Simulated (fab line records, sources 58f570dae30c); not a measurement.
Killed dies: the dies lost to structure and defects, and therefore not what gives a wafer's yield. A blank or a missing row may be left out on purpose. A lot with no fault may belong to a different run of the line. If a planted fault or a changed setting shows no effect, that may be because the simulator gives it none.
A struck lot beside a sound one	flow berkeleyCmos170	17 out of 331 route steps
Sound: the wafers L881.1, L881.5, L881.6. Struck: wafers L872.1, L872.2, L872.5. Last of all comes the cause.
Order at every step that has rows: each side's tool, ch and its chambers, its first start. Under that, the readings that differ: sound wafers	struck wafers	difference of the means	sigmas: that difference in standard deviations of wafers without a fault.
alike: readings with means less than 2 such deviations apart, plus words and numbers identical on both sides. not compared: withheld readings, readings lacking a value on some wafer, bounds such as >300 that could conceal the same value, and numbers that have no deviation in the record and whose values overlap.
A row with sigmas, a row that says differs or no value, or rows on one side alone: a step with any of these is where the two part. Non-overlapping numbers with no deviation appear without sigmas and do not part them. Lack of a reading on every wafer of one side parts them only where that side has two or more wafers.

first, 2 steps without rows for these wafers: UCB170_PSD_PEB_04; UCB170_PSD_DEVELOP_05 (develop time 45 s).
UCB170_PSD_CD_MEAS_06: the cd target is 1200 nm.
  struck on cdSem-02, day 8 03:06; sound on cdSem-01, day 9 19:59
  alike: cdNm
UCB170_PSD_OVL_MEAS_07:
  struck on overlay-02, day 8 03:14; sound on overlay-02, day 9 20:06
  alike: PSD_OVL
then, 1 step without rows for these wafers: UCB170_PSD_IMPLANT_08.
UCB170_PSD_STRIP_09: strips in O2.
  sound on plasmaAsher-04 ch 0,1, day 9 20:17; struck on plasmaAsher-04 ch 0,1, day 8 03:25
  alike: drypumpMotorCurrentA, oesProductAu, stripTimeToEndpointS
  not compared: rfHoursCounterH
UCB170_PSD_TW_MEAS_10:
  struck on filmMetro-04, day 8 03:31; sound on filmMetro-03, day 9 20:23
reading	sound	struck	difference	sigmas
PSD_TW	2298 2285 2296	2373 2372 2363	+76	+3
then, 5 steps without rows for these wafers: UCB170_PSD_CLEAN_11 (cleans in SPM, time 600 s); UCB170_NSD_HMDS_00 (prime time 60 s); UCB170_NSD_COAT_01 (resist thk 900 nm); UCB170_NSD_SOFTBAKE_02 (time 60 s); UCB170_NSD_EXPOSE_03 (exposes mask NSELECT MOD, target cd 1200 nm).
UCB170_NSD_PEB_04:
  sound on lithoTrack-04 ch 0, day 9 21:32; struck on lithoTrack-03 ch 0, day 8 06:46
reading	sound	struck	difference	sigmas
heaterPowerTotalW (W)	56.78 56.83 56.78	52.19 52.01 52.15	-4.68	-99 or more
plateTempC (C)	130.03 130.02 129.94	121.51 121.86 121.71	-8.30	-69
then, 1 step without rows for these wafers: UCB170_NSD_DEVELOP_05 (develop time 45 s).
UCB170_NSD_CD_MEAS_06: the cd target is 1200 nm.
  struck on cdSem-02, day 8 07:30; sound on cdSem-01, day 9 21:48
reading	sound	struck	difference	sigmas
cdNm (nm)	1198.5 1197.6 1198.3	1122.1 1122.4 1121.5	-76.1	-51
  not compared: hold
UCB170_NSD_OVL_MEAS_07:
  rows exist in the record for the sound wafers here (overlay-01, day 9 21:55), none for the struck ones
then, 1 step without rows for these wafers: UCB170_M3_PROBE_99.

== WHERE THEY PART ==
Earliest at UCB170_PSD_TW_MEAS_10; latest, in this record, at UCB170_NSD_OVL_MEAS_07.

WHY: the cause the simulator had injected
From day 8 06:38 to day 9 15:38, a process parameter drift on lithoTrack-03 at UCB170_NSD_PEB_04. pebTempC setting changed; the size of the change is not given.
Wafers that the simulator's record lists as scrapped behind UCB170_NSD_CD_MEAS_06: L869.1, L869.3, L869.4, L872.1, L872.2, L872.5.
